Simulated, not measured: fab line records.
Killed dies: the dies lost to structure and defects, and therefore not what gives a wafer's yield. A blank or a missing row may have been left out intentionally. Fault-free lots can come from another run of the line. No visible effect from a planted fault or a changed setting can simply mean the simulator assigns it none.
The tool behind it: which one?    flow rit-cmos    15 lots with 45 wafers sampled at 4 steps, on a route of 202 steps

## WHAT EACH GAUGE READ, for each wafer
RIT_NWELL_OVL_MEAS_06. Usual: NWELL_OVL gives -0.2 nm (standard deviation 1.3).
lot   measured     on          NWELL_OVL (nm)  flag
L457  day 1 20:26  overlay-02  0.7 0.4 -2.0    
L459  day 2 08:37  overlay-02  2.9 -0.1 0.8    
L460  day 2 12:30  overlay-01  0.1 0.2 -1.9    
L462  day 2 21:19  overlay-02  0.5 -1.3 1.0    
L463  day 3 02:38  overlay-02  0.9 -0.3 0.2    
L464  day 3 09:34  overlay-02  -2.2 0.8 -1.4   
L466  day 3 18:18  overlay-01  0.3 -0.4 -0.3   
L472  day 4 23:47  overlay-02  0.2 1.4 0.0     
L474  day 5 13:16  overlay-01  -0.4 -0.4 1.7   
L475  day 5 20:11  overlay-01  0.8 -1.7 0.7    
L476  day 5 21:33  overlay-01  2.3 -1.2 -0.2   
L477  day 6 03:03  overlay-01  -1.1 -1.9 -0.8  
L478  day 6 06:49  overlay-01  -0.5 0.3 0.5    
L479  day 6 10:29  overlay-02  1.5 0.9 -0.2    
L480  day 6 16:22  overlay-01  0.2 0.7 -2.3    

RIT_PWELL_OVL_MEAS_06. Usual: PWELL_OVL gives 1.1 nm (standard deviation 1.4).
lot   measured     on          PWELL_OVL (nm)  flag
L457  day 1 22:20  overlay-01  -2.1 -2.0 -1.3  
L459  day 2 10:10  overlay-02  1.0 2.2 1.7     
L460  day 2 14:11  overlay-01  -0.7 0.7 1.6    
L462  day 2 22:58  overlay-02  0.7 1.8 0.9     
L463  day 3 04:22  overlay-02  1.9 3.6 0.8     
L464  day 3 11:15  overlay-01  0.2 2.3 2.0     
L466  day 3 19:52  overlay-01  1.6 1.3 2.3     
L472  day 5 01:20  overlay-01  -0.7 -1.3 -1.6  
L474  day 5 14:56  overlay-02  2.0 0.9 1.5     
L475  day 5 21:44  overlay-02  -1.2 1.0 1.0    
L476  day 5 23:13  overlay-01  2.7 1.2 2.1     
L477  day 6 04:52  overlay-02  3.0 1.4 2.9     
L478  day 6 08:22  overlay-01  1.1 0.7 -0.2    
L479  day 6 12:30  overlay-02  1.9 2.0 1.8     
L480  day 6 18:01  overlay-02  2.1 5.4 2.6     

RIT_PRETRO_TW_MEAS_10. Usual: PRETRO_TW gives 483 (standard deviation 4.7).
lot   measured     on             PRETRO_TW    flag
L457  day 2 07:47  film-metro-03  479 479 481  
L459  day 2 19:38  film-metro-01  475 476 475  
L460  day 2 23:40  film-metro-04  490 488 490  
L462  day 3 08:43  film-metro-03  480 480 483  
L463  day 3 13:46  film-metro-04  486 485 485  
L464  day 3 20:46  film-metro-04  489 485 486  
L466  day 4 04:57  film-metro-01  474 474 476  
L472  day 5 11:18  film-metro-04  490 488 487  
L474  day 6 01:02  film-metro-03  480 482 478  
L475  day 6 06:49  film-metro-03  482 481 482  
L476  day 6 08:34  film-metro-01  474 477 477  
L477  day 6 14:20  film-metro-03  482 482 484  
L478  day 6 18:13  film-metro-04  488 485 483  
L479  day 6 21:44  film-metro-03  482 483 482  
L480  day 7 03:36  film-metro-04  483 486 485  

## TOOL THAT RAN EACH LOT (tool first, then ch and the chambers of the sampled wafers, then the start)
lot   RIT_FOX2_WET_ETCH_03
L457  wet-bench-02 ch 0, day 1 18:37
L459  wet-bench-04 ch 1, day 2 06:10
L460  wet-bench-04 ch 1, day 2 09:51
L462  wet-bench-01 ch 3, day 2 19:37
L463  wet-bench-02 ch 2, day 3 00:51
L464  wet-bench-02 ch 0, day 3 07:52
L466  wet-bench-04 ch 0, day 3 15:35
L472  wet-bench-02 ch 2, day 4 22:05
L474  wet-bench-04 ch 3, day 5 10:41
L475  wet-bench-01 ch 2, day 5 18:25
L476  wet-bench-01 ch 2, day 5 19:44
L477  wet-bench-04 ch 0, day 6 00:28
L478  wet-bench-01 ch 1, day 6 04:59
L479  wet-bench-02 ch 2, day 6 08:47
L480  wet-bench-04 ch 1, day 6 13:51
- RIT_FOX2_WET_ETCH_03: etches Si3N4 in H3PO4, target depth 195 nm, time 2700 s.

## WHAT THE TOOLS THEMSELVES READ (means of the sampled wafers that have a number; where no wafer has one, the mark that the record gives instead)
RIT_FOX2_WET_ETCH_03. Usual: bath-guard-temp-C 165.1 C, standard deviation 0.41; bath-heat-duty-pct 27 %, standard deviation 3.1.
lot   tool          bath-guard-temp-C (C)  bath-heat-duty-pct (%)  flag
L457  wet-bench-02  164.9                  24                      
L459  wet-bench-04  165.3                  27                      
L460  wet-bench-04  165.7                  26                      
L462  wet-bench-01  164.9                  29                      
L463  wet-bench-02  164.8                  31                      
L464  wet-bench-02  165.1                  23                      
L466  wet-bench-04  165.5                  30                      
L472  wet-bench-02  165.2                  31                      
L474  wet-bench-04  -                      -                       OFF
L475  wet-bench-01  -                      -                       OFF
L476  wet-bench-01  -                      -                       OFF
L477  wet-bench-04  165.4                  30                      
L478  wet-bench-01  165.1                  26                      
L479  wet-bench-02  164.9                  30                      
L480  wet-bench-04  165.6                  27                      

## THE ANSWER, worked out from the rows above alone
Rule: take the mean of a lot's wafers that have a number; if it is more than 3 standard deviations from the usual mean, the lot is off. Also off: a lot with no number at a reading for which 4 or more lots have one. The other lots that the step has rows for count as sound. Order of review: gauges by route order, followed by the tools' own readings, for which a lot's mean as printed above is used. The first step at which some lot is off is used, and at that step the reading that is off furthest; a lot without a number counts as furthest.
Off: L474, L475, L476, at RIT_FOX2_WET_ETCH_03 (bath-guard-temp-C). Without a number there: L474, L475, L476.
If a tool, at that step or one of the process steps before it, ran each lot that is off and ran no sound lot following the first of them, it fits. Not one of the candidates tried fits.

## WHAT THE SIMULATOR PUT IN
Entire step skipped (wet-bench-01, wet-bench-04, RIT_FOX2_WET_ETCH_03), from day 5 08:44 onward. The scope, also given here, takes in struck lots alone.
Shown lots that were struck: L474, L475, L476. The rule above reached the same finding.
